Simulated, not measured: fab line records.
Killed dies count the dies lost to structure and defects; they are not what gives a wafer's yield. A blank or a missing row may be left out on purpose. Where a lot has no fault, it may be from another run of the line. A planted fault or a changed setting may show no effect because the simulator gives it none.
Matching of chambers :: flow berkeley-cmos170 :: UCB170_GATE_ETCH_15 on rie-si-01: 4 sister chambers
The step etches poly-Si in HBr/Cl2, stops on SiO2, time 56.3 s, target depth 278.2 nm. 4 wafers are shown with their chamber, then 11 later ones without.

== WAFERS PAIRED WITH THEIR CHAMBERS ==
wafer: L761.1
chamber: 3
throttle-valve-pct (%): 26.80

wafer: L764.1
chamber: 2
throttle-valve-pct (%): 26.21

wafer: L764.6
chamber: 0
throttle-valve-pct (%): 26.43

wafer: L767.3
chamber: 1
throttle-valve-pct (%): 26.65

== WAFERS WITH NO CHAMBER GIVEN ==
wafer: L767.5
throttle-valve-pct (%): 26.79

wafer: L767.6
throttle-valve-pct (%): 26.21

wafer: L766.3
throttle-valve-pct (%): 26.23

wafer: L766.4
throttle-valve-pct (%): 26.42

wafer: L766.5
throttle-valve-pct (%): 26.81

wafer: L769.2
throttle-valve-pct (%): 26.45

wafer: L769.3
throttle-valve-pct (%): 26.80

wafer: L769.4
throttle-valve-pct (%): 26.22

wafer: L771.1
throttle-valve-pct (%): 26.82

wafer: L771.2
throttle-valve-pct (%): 26.44

wafer: L771.5
throttle-valve-pct (%): 26.80

== WHICH CHAMBER EACH ONE RAN IN ==
wafer: L767.5
from the rows above: 3
in truth: 3

wafer: L767.6
from the rows above: 2
in truth: 2

wafer: L766.3
from the rows above: 2
in truth: 2

wafer: L766.4
from the rows above: 0
in truth: 0

wafer: L766.5
from the rows above: 3
in truth: 3

wafer: L769.2
from the rows above: 0
in truth: 0

wafer: L769.3
from the rows above: 3
in truth: 3

wafer: L769.4
from the rows above: 2
in truth: 2

wafer: L771.1
from the rows above: 3
in truth: 3

wafer: L771.2
from the rows above: 0
in truth: 0

wafer: L771.5
from the rows above: 3
in truth: 3
Correct placement for 11 of the 11. Not placeable from these rows: 0. Number placed wrongly: 0.
How it was worked out, from the rows above alone: a wafer's distance from a chamber is the root of the sum, over the readings, of the square of ((its reading less the chamber's mean) divided by the reading's scatter). If the next closest chamber is less than 2 further off than the closest, the wafer can't be placed; otherwise it belongs to the closest. A chamber's mean is the mean of its shown wafers. The scatter (one wafer shown for each chamber): square how far every hidden wafer sits from the nearest shown wafer, average those squares and take the square root.
